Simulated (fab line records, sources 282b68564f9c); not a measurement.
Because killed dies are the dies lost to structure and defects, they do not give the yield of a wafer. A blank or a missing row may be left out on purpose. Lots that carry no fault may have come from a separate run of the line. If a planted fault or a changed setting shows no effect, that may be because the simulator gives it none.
fab line records	flow rit-cmos
record: lots: 6	wafers: 18	last-day: 8
route steps=202 shown CONTACT@172 M1@184
lots untouched by any fault: they come from a run of this same line in which no faults occurred
start-h: hours from the record's opening day to when the first of the lot's shown wafers began	wait-h: hours since the lot's step before	" unchanged from the row above	L1.1+2: a single row standing in for several wafers	- value missing, or start not given	* or withheld: withheld	< > ~ a bound
route shown NAME@n: NAME is a module with steps in the file, n the number in the route of the first one	usual: the fault-free wafers' mean and standard deviation	same: alike in all rows	chamber/n: place in a boat	sites: readings site by site	_std_site: the standard deviation of these	_edge_site: inner sites' mean taken away from outer sites' mean	radius-mm: for every site, how far away it sits from the centre of the wafer	mask NAME#n: copy n	behind: tool/chamber where the wafer was last shaped	hold: the reason the lot was held/the length of the hold in hours/how it ended	device: whichever transistor did not switch (one of n, p or np)	end of line: the tests these same wafers got at the end of their route	a step without rows: its recipe alone	killed: the dies lost at the first sort to structure and to defects; this is not the yield of the wafer	map: per-die view of a wafer (x killed, . not killed, _ where there is no die)
set.NAME: setting as actually run; set.NAME@STEP: the setting as run at that earlier step	model.NAME: the simulator's own value behind a step, which no gauge read
lots at some steps of the route; a table a step, a row a wafer
services: when a tool's chamber went out of use (start-h, in hours from the record's first day, below 0 if earlier), for how many hours, and the reason
== steps ==
step: RIT_CONTACT_SOFTBAKE_04
recipe: resist: NOVOLAK	temp-c: 90	time-s: 60
step: RIT_CONTACT_EXPOSE_05
recipe: mask-id: M11	na: 0.6	source-shape: conventional	sigma-outer: 0.5	target-cd-nm: 1000	dose-mj: 250
step: RIT_CONTACT_PEB_06
recipe: resist: NOVOLAK	temp-c: withheld	time-s: withheld
step: RIT_CONTACT_DEVELOP_07
recipe: resist: NOVOLAK	develop-time-s: 120	dev-temp-c: 23
step: RIT_CONTACT_CD_MEAS_08
recipe: target-cd-nm: 1000
usual: cd-nm: 1000.0/2.2
lot.wafer	tool	chamber	start-h	wait-h	cd-nm
L352.1	cd-sem-02	-	78.78	-	998.3
L352.4	"	-	"	"	999.2
L352.5	"	-	"	"	998.6
L356.2	cd-sem-02	-	88.75	-	999.5
L356.3	"	-	"	"	1000.1
L356.6	"	-	"	"	1000.1
L358.1	cd-sem-01	-	104.76	-	997.6
L358.5	"	-	"	"	997.9
L358.6	"	-	"	"	997.6
L360.3	cd-sem-02	-	111.28	-	998.8
L360.4	"	-	"	"	1000.1
L360.6	"	-	"	"	999.9
L363.1	cd-sem-02	-	123.71	-	997.3
L363.5	"	-	"	"	999.2
L363.6	"	-	"	"	999.0
L372.1	cd-sem-02	-	180.93	-	1003.4
L372.2	"	-	"	"	1005.0
L372.4	"	-	"	"	1004.0
step: RIT_CONTACT_OVL_MEAS_09
usual: CONTACT_OVL: -0.8/1.2
lot.wafer	tool	chamber	start-h	wait-h	CONTACT_OVL[nm]
L352.1	overlay-01	-	78.90	0.1	-0.6
L352.4	"	-	"	"	-1.0
L352.5	"	-	"	"	-0.2
L356.2	overlay-01	-	88.86	0.1	-1.9
L356.3	"	-	"	"	-1.3
L356.6	"	-	"	"	-1.2
L358.1	overlay-01	-	104.88	0.1	-2.7
L358.5	"	-	"	"	-3.6
L358.6	"	-	"	"	-3.2
L360.3	overlay-01	-	111.37	0.1	-1.0
L360.4	"	-	"	"	-0.3
L360.6	"	-	"	"	-0.6
L363.1	overlay-01	-	123.83	0.1	1.0
L363.5	"	-	"	"	0.2
L363.6	"	-	"	"	0.0
L372.1	overlay-02	-	181.05	0.1	-1.1
L372.2	"	-	"	"	-2.6
L372.4	"	-	"	"	-1.2
step: RIT_CONTACT_HARDBAKE_10
recipe: resist: NOVOLAK	temp-c: 140	time-s: 60
step: RIT_CONTACT_ETCH_11
recipe: target-depth-a: 4800	over-etch-frac: 0.2	stop-on: TiSi2	chemistry: CHF3/CF4/Ar	target: SiO2	CHF3_flow_sccm: 50	cf4-flow-sccm: 10	Ar_flow_sccm: 100	O2_flow_sccm: 5	pressure-mtorr: 100	rf-w: 200	time-s: 320
usual: cf4-flow-sccm: 10.00/0.033	drypump-motor-current-A: 5.7/0.48	oes-product-au: 0.988/0.012	throttle-valve-pct: 8.93/0.12
lot.wafer	tool	chamber	start-h	wait-h	cf4-flow-sccm	drypump-motor-current-A	oes-product-au	rf-hours-counter-h	throttle-valve-pct
L352.1	rie-diel-04	1	79.09	0.1	10.01	5.6	0.973	7	9.08
L352.4	"	1	"	"	10.01	5.6	0.979	-	9.07
L352.5	"	2	"	"	9.93	6.0	0.987	-	8.76
L356.2	rie-diel-03	2	89.04	0.1	9.95	6.6	0.975	159	9.04
L356.3	"	0	"	"	10.06	5.1	0.963	156	8.90
L356.6	"	2	"	"	9.99	6.6	0.981	-	9.05
L358.1	rie-diel-03	3	105.22	0.1	10.03	5.5	1.003	54	8.91
L358.5	"	0	"	"	10.00	5.2	0.968	-	8.92
L358.6	"	3	"	"	10.03	5.5	0.996	-	8.89
L360.3	rie-diel-03	0	111.55	0.1	10.04	5.2	0.973	156	8.91
L360.4	"	1	"	"	10.02	5.3	1.003	-	9.15
L360.6	"	3	"	"	9.94	5.5	1.000	-	8.89
L363.1	rie-diel-04	0	124.01	0.1	10.02	6.4	0.998	138	8.87
L363.5	"	1	"	"	9.99	5.7	0.974	-	9.09
L363.6	"	2	"	"	10.03	6.0	0.993	-	8.77
L372.1	rie-diel-03	0	181.35	0.1	9.98	5.1	0.992	1	8.89
L372.2	"	3	"	"	10.01	5.5	1.000	55	8.88
L372.4	"	1	"	"	10.03	5.3	1.001	85	9.12
step: RIT_CONTACT_STRIP_12
recipe: chemistry: O2	time-s: 180	resist: NOVOLAK	platen-temp-c: withheld	power-w: 500	pressure-mtorr: 4000	o2-flow-sccm: 4000
usual: drypump-motor-current-A: 5.85/0.22	rf-refl-power-W: 6.5/1.8
lot.wafer	tool	chamber	start-h	wait-h	drypump-motor-current-A	rf-hours-counter-h	rf-refl-power-W
L352.1	plasma-asher-03	0	79.28	0.1	5.71	45	7.2
L352.4	"	1	"	"	5.70	-	5.5
L352.5	"	1	"	"	5.73	-	4.9
L356.2	plasma-asher-03	0	89.23	0.1	5.67	46	7.1
L356.3	"	0	"	"	5.67	-	7.3
L356.6	"	0	"	"	5.65	-	7.2
L358.1	plasma-asher-02	0	105.41	0.1	6.25	30	4.3
L358.5	"	1	"	"	5.96	-	9.4
L358.6	"	0	"	"	6.25	-	3.8
L360.3	plasma-asher-03	1	111.80	0.2	5.74	-	5.2
L360.4	"	0	"	"	5.65	-	7.0
L360.6	"	0	"	"	5.63	-	7.1
L363.1	plasma-asher-02	0	124.21	0.1	6.26	33	3.9
L363.5	"	0	"	"	6.26	-	3.9
L363.6	"	1	"	"	5.98	-	9.0
L372.1	plasma-asher-02	1	181.54	0.1	5.97	38	8.8
L372.2	"	0	"	"	6.25	38	3.9
L372.4	"	1	"	"	5.94	-	9.4
step: RIT_CONTACT_CD_MEAS_90
recipe: target-cd-nm: 1000
usual: cd-nm: 999.9/2.2
lot.wafer	tool	chamber	start-h	wait-h	cd-nm
L352.1	cd-sem-01	-	79.46	0.1	997.6
L352.4	"	-	"	"	998.9
L352.5	"	-	"	"	999.0
L356.2	cd-sem-02	-	89.43	0.1	999.2
L356.3	"	-	"	"	999.4
L356.6	"	-	"	"	999.9
L358.1	cd-sem-02	-	105.59	0.1	997.9
L358.5	"	-	"	"	997.8
L358.6	"	-	"	"	998.1
L360.3	cd-sem-01	-	111.96	0.1	998.6
L360.4	"	-	"	"	999.5
L360.6	"	-	"	"	999.4
L363.1	cd-sem-02	-	124.38	0.1	997.4
L363.5	"	-	"	"	999.5
L363.6	"	-	"	"	999.0
L372.1	cd-sem-02	-	181.72	0.1	1003.5
L372.2	"	-	"	"	1005.4
L372.4	"	-	"	"	1003.4
step: RIT_CONTACT_CLEAN_13
recipe: chemistry: SC1	mix: 3:3:50	time-s: 600	temp-c: 75
step: RIT_CONTACT_CLEAN_14
recipe: chemistry: SC2	mix: 3:3:50	time-s: 600	temp-c: 75	dry: n2-spin
step: RIT_M1_SPUTTER_00
recipe: material: Al	target-thk-nm: 400	power-w: 2000	chamber-pressure-pa: 0.4	gas: Ar	time-s: 500	substrate-temp-c: 25
usual: throttle-valve-pct: 30.6/0.85
lot.wafer	tool	chamber	start-h	wait-h	throttle-valve-pct	model.Al_of_M1_SPUTTER_00.thk-nm
L352.1	pvd-sputter-02	-	79.93	0.0	31.5	407.4
L352.4	"	-	"	"	31.5	405.9
L352.5	"	-	"	"	31.4	409.9
L356.2	pvd-sputter-03	-	89.89	0.0	29.5	393.4
L356.3	"	-	"	"	30.6	394.5
L356.6	"	-	"	"	29.2	399.2
L358.1	pvd-sputter-02	-	106.06	0.0	30.5	442.9
L358.5	"	-	"	"	30.5	443.1
L358.6	"	-	"	"	29.8	394.1
L360.3	pvd-sputter-02	-	112.74	0.0	30.5	447.1
L360.4	"	-	"	"	31.9	400.8
L360.6	"	-	"	"	30.7	441.3
L363.1	pvd-sputter-01	-	125.20	0.0	30.0	408.9
L363.5	"	-	"	"	30.5	401.1
L363.6	"	-	"	"	32.0	398.6
L372.1	pvd-sputter-03	-	182.21	0.0	29.5	389.7
L372.2	"	-	"	"	30.4	393.3
L372.4	"	-	"	"	29.3	394.9
step: RIT_M1_RS_MEAS_01
recipe: thk-meas-gauge: four-point-probe	reads: Al_of_M1_SPUTTER_00
usual: M1_AL_RS: 0.0732/0.0011
lot.wafer	tool	chamber	start-h	wait-h	hold	M1_AL_RS[ohm/sq]
L352.1	film-metro-04	-	80.22	0.1	-	0.0720
L352.4	"	-	"	"	-	0.0722
L352.5	"	-	"	"	-	0.0716
L356.2	film-metro-04	-	90.21	0.2	-	0.0745
L356.3	"	-	"	"	-	0.0744
L356.6	"	-	"	"	-	0.0734
L358.1	film-metro-03	-	106.39	0.2	await-dispo/0.2h/release	0.0660
L358.5	"	-	"	"	await-dispo/0.2h/release	0.0660
L358.6	"	-	"	"	await-dispo/0.2h/release	0.0745
L358.1	film-metro-03	-	106.68	0.3	-	0.0661
L358.5	"	-	"	"	-	0.0661
L358.6	"	-	"	"	-	0.0744
L360.3	film-metro-03	-	113.07	0.2	await-dispo/0.2h/release	0.0655
L360.4	"	-	"	"	await-dispo/0.2h/release	0.0731
L360.6	"	-	"	"	await-dispo/0.2h/release	0.0663
L360.3	film-metro-03	-	113.36	0.3	-	0.0655
L360.4	"	-	"	"	-	0.0731
L360.6	"	-	"	"	-	0.0664
L363.1	film-metro-04	-	125.50	0.1	-	0.0716
L363.5	"	-	"	"	-	0.0729
L363.6	"	-	"	"	-	0.0736
L372.1	film-metro-01	-	182.50	0.1	-	0.0756
L372.2	"	-	"	"	-	0.0746
L372.4	"	-	"	"	-	0.0744
step: RIT_M1_THK_MEAS_02
recipe: thk-meas-gauge: xrf	reads: Al_of_M1_SPUTTER_00
usual: M1_AL_THK: 401/6.4
lot.wafer	tool	chamber	start-h	wait-h	hold	M1_AL_THK[nm]
L352.1	film-metro-04	-	80.34	0.1	-	404
L352.4	"	-	"	"	-	404
L352.5	"	-	"	"	-	412
L356.2	film-metro-04	-	90.32	0.1	-	392
L356.3	"	-	"	"	-	395
L356.6	"	-	"	"	-	399
L360.3	film-metro-03	-	115.18	1.8	await-dispo/0.2h/release	449
L360.4	"	-	"	"	await-dispo/0.2h/release	404
L360.6	"	-	"	"	await-dispo/0.2h/release	442
L360.3	film-metro-03	-	115.41	0.2	-	450
L360.4	"	-	"	"	-	402
L360.6	"	-	"	"	-	444
L358.1	film-metro-03	-	121.77	15.1	await-dispo/0.2h/release	446
L358.5	"	-	"	"	await-dispo/0.2h/release	446
L358.6	"	-	"	"	await-dispo/0.2h/release	396
L358.1	film-metro-03	-	122.00	0.2	-	445
L358.5	"	-	"	"	-	446
L358.6	"	-	"	"	-	396
L363.1	film-metro-04	-	125.62	0.1	-	409
L363.5	"	-	"	"	-	400
L363.6	"	-	"	"	-	397
L372.1	film-metro-01	-	182.62	0.1	-	386
L372.2	"	-	"	"	-	388
L372.4	"	-	"	"	-	393
step: RIT_M1_COAT_04
recipe: resist: NOVOLAK	spin-rpm: 2000	resist-thk-nm: 1300
step: RIT_M1_SOFTBAKE_05
recipe: resist: NOVOLAK	temp-c: 90	time-s: 60
step: RIT_M1_EXPOSE_06
recipe: mask-id: M12	na: 0.6	source-shape: conventional	sigma-outer: 0.5	target-cd-nm: 2600	dose-mj: 250
step: RIT_M1_PEB_07
recipe: resist: NOVOLAK	temp-c: withheld	time-s: withheld
step: RIT_M1_DEVELOP_08
recipe: resist: NOVOLAK	develop-time-s: 68	dev-temp-c: 23
step: RIT_M1_CD_MEAS_09
recipe: target-cd-nm: 2600
usual: cd-nm: 2599.4/2
lot.wafer	tool	chamber	start-h	wait-h	cd-nm
L352.1	cd-sem-02	-	81.41	-	2594.4
L352.4	"	-	"	"	2596.4
L352.5	"	-	"	"	2596.2
L356.2	cd-sem-01	-	91.39	-	2596.8
L356.3	"	-	"	"	2598.0
L356.6	"	-	"	"	2598.1
L360.3	cd-sem-02	-	118.50	-	2602.2
L360.4	"	-	"	"	2601.1
L360.6	"	-	"	"	2599.9
L363.1	cd-sem-02	-	126.56	-	2597.9
L363.5	"	-	"	"	2599.2
L363.6	"	-	"	"	2597.6
L358.1	cd-sem-02	-	127.17	-	2599.3
L358.5	"	-	"	"	2597.4
L358.6	"	-	"	"	2598.6
L372.1	cd-sem-02	-	183.62	-	2600.4
L372.2	"	-	"	"	2601.8
L372.4	"	-	"	"	2601.5
step: RIT_M1_OVL_MEAS_10
usual: M1_OVL: -0.5/1.8
lot.wafer	tool	chamber	start-h	wait-h	M1_OVL[nm]
L352.1	overlay-02	-	81.53	0.1	0.3
L352.4	"	-	"	"	-0.2
L352.5	"	-	"	"	-1.0
L356.2	overlay-01	-	91.50	0.1	-1.8
L356.3	"	-	"	"	-2.6
L356.6	"	-	"	"	-2.1
L360.3	overlay-01	-	118.60	0.1	-0.1
L360.4	"	-	"	"	-1.6
L360.6	"	-	"	"	-0.9
L363.1	overlay-01	-	126.68	0.1	-1.7
L363.5	"	-	"	"	-3.6
L363.6	"	-	"	"	-2.3
L358.1	overlay-02	-	127.29	0.1	1.4
L358.5	"	-	"	"	1.7
L358.6	"	-	"	"	2.5
L372.1	overlay-01	-	183.74	0.1	1.3
L372.2	"	-	"	"	0.3
L372.4	"	-	"	"	1.0
step: RIT_M1_HARDBAKE_11
recipe: resist: NOVOLAK	temp-c: 140	time-s: 120
step: RIT_M1_METAL_ETCH_12
recipe: stop-on: SiO2	chemistry: Cl2/BCl3	target: Al	time-s: 165	over-etch-frac: 0.5	pressure-mtorr: 100	target-depth-a: 6000	rf-w: 250	Cl2_flow_sccm: 60	bcl3-flow-sccm: 50
usual: drypump-motor-current-A: 5.5/0.46	he-backside-leak-sccm: 3.4/0.36	oes-product-au: 0.781/0.01	throttle-valve-pct: 8.27/0.12
lot.wafer	tool	chamber	start-h	wait-h	drypump-motor-current-A	he-backside-leak-sccm	oes-product-au	rf-hours-counter-h	throttle-valve-pct
L352.1	rie-metal-02	1	81.88	0.2	5.7	3.4	0.792	4	8.46
L352.4	"	1	"	"	5.7	3.6	0.781	-	8.47
L352.5	"	1	"	"	5.7	3.7	0.783	-	8.47
L356.2	rie-metal-02	1	91.78	0.2	5.7	3.5	0.763	4	8.46
L356.3	"	0	"	"	5.7	3.3	0.764	-	8.14
L356.6	"	1	"	"	5.7	3.5	0.771	-	8.47
L360.3	rie-metal-01	0	118.92	0.2	5.8	3.1	0.836	-	8.28
L360.4	"	1	"	"	6.0	3.6	0.779	-	8.27
L360.6	"	1	"	"	6.0	3.5	0.823	-	8.26
L363.1	rie-metal-01	0	126.96	0.2	5.8	3.0	0.801	1	8.29
L363.5	"	0	"	"	5.8	3.0	0.780	-	8.31
L363.6	"	1	"	"	6.0	3.5	0.770	-	8.27
L358.1	rie-metal-04	1	127.58	0.2	4.8	3.4	0.848	35	8.25
L358.5	"	0	"	"	4.8	3.5	0.836	-	8.15
L358.6	"	1	"	"	4.8	3.6	0.787	-	8.24
L372.1	rie-metal-02	1	184.02	0.2	5.7	3.5	0.765	5	8.47
L372.2	"	0	"	"	5.7	3.4	0.768	6	8.14
L372.4	"	0	"	"	5.7	3.3	0.775	-	8.13
step: RIT_M1_STRIP_13
recipe: chemistry: nmp	resist: NOVOLAK	temp-c: 80	time-s: 600	dry: n2-spin
step: RIT_M1_PROBE_99
usual: defect-limited-yield: 97.2/1.1	killed-at-contacts: 0.1/0.31	killed-at-front-end: 7/3	killed-dies: 7/3	killed-open: 3.8/2.1	killed-short: 3.6/1.9	sort_bin_3_pad_short: 0.1/0.21	sort_bin_5_function: 1.6/0.8	sort_bin_6_memory: 1.1/0.66	sort-n-pass: 257/3	sort-yield-pct: 97.2/1.1
same: gross-dies: 264	killed_at_M0_to_M3: 0	killed_at_M4_up: 0	killed-at-back-side: 0	killed-at-other: 0
lot.wafer	tool	chamber	start-h	wait-h	hold	defect-limited-yield[%]	killed-at-contacts	killed-at-front-end	killed-dies	killed-open	killed-short	sort_bin_3_pad_short[%]	sort_bin_5_function[%]	sort_bin_6_memory[%]	sort-n-pass	sort-yield-pct[%]
L352.1	prober-02	-	84.13	0.1	-	95.5	0	12	12	5	7	0.4	2.3	1.9	252	95.5
L352.4	prober-02	-	84.28	0.2	-	98.1	0	5	5	3	2	0	0.8	1.1	259	98.1
L352.5	prober-02	-	84.33	0.2	-	96.6	0	9	9	3	6	0	1.5	1.9	255	96.6
L356.2	prober-02	-	94.89	0.1	-	94.7	0	14	14	8	6	0	4.2	1.1	250	94.7
L356.3	prober-02	-	94.94	0.2	-	96.6	1	8	9	7	2	0.4	0.8	2.3	255	96.6
L356.6	prober-02	-	95.09	0.2	-	98.5	0	4	4	2	2	0.4	0.8	0.4	260	98.5
L360.3	prober-02	-	123.95	2.6	await-dispo/2.4h/release	96.6	0	9	9	6	3	0	1.5	1.9	255	96.6
L360.4	prober-02	-	124.00	2.6	await-dispo/2.4h/release	98.5	0	4	4	1	3	0	1.1	0.4	260	98.5
L360.6	prober-02	-	124.10	2.7	await-dispo/2.4h/release	96.6	0	9	9	6	3	0.8	1.9	0.8	255	96.6
L363.1	prober-01	-	129.22	0.1	-	96.6	0	9	9	3	6	0	2.7	0.8	255	96.6
L363.5	prober-01	-	129.42	0.2	-	97.0	0	8	8	2	6	0.4	1.5	1.1	256	97.0
L363.6	prober-01	-	129.47	0.2	-	96.6	0	9	9	1	8	0	1.5	1.9	255	96.6
L358.1	prober-02	-	132.53	2.5	await-dispo/2.4h/release	96.2	0	10	10	6	4	0.4	1.1	2.3	254	96.2
L358.5	prober-02	-	132.73	2.6	await-dispo/2.4h/release	94.7	0	14	14	7	7	0	3.8	1.5	250	94.7
L358.6	prober-02	-	132.78	2.6	await-dispo/2.4h/release	94.7	0	14	14	5	9	0	2.7	2.7	250	94.7
L372.1	prober-01	-	187.19	0.1	-	97.7	0	6	6	3	3	0.4	1.1	0.8	258	97.7
L372.2	prober-01	-	187.24	0.1	-	98.5	0	4	4	4	0	0	0.8	0.8	260	98.5
L372.4	prober-01	-	187.34	0.2	-	97.3	0	7	7	5	2	0	1.1	1.5	257	97.3
killed by level:class
L352.1 SPACER:geometric-particle:short=5 REOX:geometric-particle:open=3 FOX2:geometric-particle:open=1 FOX2:geometric-particle:short=1 REOX:geometric-particle:short=1 SPACER:geometric-particle:open=1
L352.4 FOX1:geometric-particle:open=1 GATE:geometric-particle:short=1 GATE:geometric-particle:open=1 REOX:geometric-particle:open=1 SPACER:geometric-particle:short=1
L352.5 GATE:geometric-particle:short=4 FOX1:geometric-particle:open=1 FOX2:geometric-particle:short=1 GATE:geometric-particle:open=1 SPACER:geometric-particle:open=1 SPACER:geometric-particle:short=1
L356.2 GATE:geometric-particle:short=4 GATE:geometric-particle:open=4 FOX1:geometric-particle:open=2 SPACER:geometric-particle:short=2 SPACER:geometric-particle:open=1 SILICIDE:geometric-particle:open=1
L356.3 FOX1:geometric-particle:open=2 FOX2:geometric-particle:open=2 FOX1:geometric-particle:short=1 GATE:geometric-particle:short=1 GATE:geometric-particle:open=1 SILICIDE:geometric-particle:open=1 CONTACT:geometric-particle:open=1
L356.6 FOX1:geometric-particle:open=2 FOX1:geometric-particle:short=2
L360.3 SILICIDE:geometric-particle:short=3 GATE:geometric-particle:open=2 SILICIDE:geometric-particle:open=2 REOX:geometric-particle:open=1 SPACER:geometric-particle:open=1
L360.4 GATE:geometric-particle:short=1 GATE:geometric-particle:open=1 SPACER:geometric-particle:short=1 SILICIDE:geometric-particle:short=1
L360.6 FOX2:geometric-particle:open=2 SILICIDE:geometric-particle:open=2 FOX1:geometric-particle:open=1 FOX2:geometric-particle:short=1 GATE:geometric-particle:short=1 GATE:geometric-particle:open=1 SPACER:geometric-particle:short=1
L363.1 GATE:geometric-particle:open=3 GATE:geometric-particle:short=3 FOX1:geometric-particle:short=2 REOX:geometric-particle:short=1
L363.5 REOX:geometric-particle:short=3 FOX1:geometric-particle:open=1 FOX1:geometric-particle:short=1 REOX:geometric-particle:open=1 SPACER:geometric-particle:short=1 SILICIDE:geometric-particle:short=1
L363.6 GATE:geometric-particle:short=3 REOX:geometric-particle:short=3 FOX1:geometric-particle:short=1 GATE:geometric-particle:open=1 SPACER:geometric-particle:short=1
L358.1 GATE:geometric-particle:open=3 FOX1:geometric-particle:open=2 SPACER:geometric-particle:short=2 FOX1:geometric-particle:short=1 GATE:geometric-particle:short=1 REOX:geometric-particle:open=1
L358.5 GATE:geometric-particle:short=5 GATE:geometric-particle:open=5 SPACER:geometric-particle:open=2 SPACER:geometric-particle:short=2
L358.6 GATE:geometric-particle:short=3 SPACER:geometric-particle:short=3 SPACER:geometric-particle:open=3 GATE:geometric-particle:open=2 FOX1:geometric-particle:short=1 FOX2:geometric-particle:short=1 SILICIDE:geometric-particle:short=1
L372.1 FOX2:geometric-particle:short=1 GATE:geometric-particle:short=1 GATE:geometric-particle:open=1 REOX:geometric-particle:open=1 SPACER:geometric-particle:short=1 SILICIDE:geometric-particle:open=1
L372.2 GATE:geometric-particle:open=2 REOX:geometric-particle:open=1 SPACER:geometric-particle:open=1
L372.4 REOX:geometric-particle:open=2 SILICIDE:geometric-particle:open=2 GATE:geometric-particle:open=1 GATE:geometric-particle:short=1 REOX:geometric-particle:short=1
map L358.5 (x killed, . not)
________.x.x..._______
_____.............____
____...............___
___.................__
__..................._
__..x................_
_.................xx..
_...........x...x.....
_..............x......
_...............x.....
__........xxx........_
__..................._
___..........x......__
____...............___
_____......x......____
________......._______
map L360.3 (x killed, . not)
________......._______
_____x..........x.____
____...............___
___x.....x..........__
__x.................._
__...x..............._
_.....................
_.....................
_.....................
_...............x.....
__..................._
__........x.........._
___.................__
____...............___
_____....x........____
________......._______
== services ==
tool	chamber	start-h	hours	kind
pvd-sputter-03	-	55.81	3.4	repair
rie-diel-04	-	55.87	0.1	repair
pvd-sputter-03	-	59.01	6.0	repair
rie-diel-04	2	60.95	3.0	repair
rie-metal-01	-	64.45	1.4	pm
rie-metal-01	-	70.65	28.1	pm
rie-diel-04	3	73.97	6.3	repair
rie-diel-03	2	101.33	-	clean
rie-diel-03	2	101.33	17.3	scheduled-down
rie-diel-03	2	101.33	17.3	vent-cycle
pvd-sputter-03	-	107.04	37.1	repair
rie-diel-04	2	114.54	8.5	repair
rie-metal-01	-	116.02	2.8	pm
rie-diel-03	-	121.34	2.8	pm
rie-diel-03	0	124.09	-	clean
rie-diel-03	0	124.09	22.8	scheduled-down
rie-diel-03	0	124.09	22.8	vent-cycle
rie-metal-04	-	136.12	20.0	pm
rie-metal-04	0	136.12	20.0	vent-cycle
rie-metal-04	1	136.12	20.0	vent-cycle
pvd-sputter-01	-	141.84	0.8	repair
pvd-sputter-01	-	153.88	5.6	repair
rie-metal-04	0	156.12	-	clean
rie-metal-04	1	156.12	-	clean
== key ==
first-sign: step: RIT_M1_RS_MEAS_01	reading: visit	direction: added
effect: step: RIT_M1_RS_MEAS_01	reading: M1_AL_RS	direction: down	sigmas: 6.5	usual: 0.0732	struck: 0.0660
effect: step: RIT_M1_THK_MEAS_02	reading: visit	direction: added
effect: step: RIT_M1_THK_MEAS_02	reading: M1_AL_THK	direction: up	sigmas: 7	usual: 401	struck: 446
effect: step: RIT_M1_METAL_ETCH_12	reading: oes-product-au	direction: up	sigmas: 5.4	usual: 0.781	struck: 0.836
model-effect: step: RIT_M1_SPUTTER_00	value: Al_of_M1_SPUTTER_00.thk-nm	without: 395.6	struck: 443.6
met-at RIT_M1_SPUTTER_00
struck-wafers L358.1,L358.5,L360.3,L360.6
fault: kind: process-parameter-drift	tool: pvd-sputter-02	chamber: -	onset-h: 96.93	steps: RIT_M1_SPUTTER_00	channel: target-thk-nm	offset: 48	shape: step	stated: 400	scope: struck-wafers-only
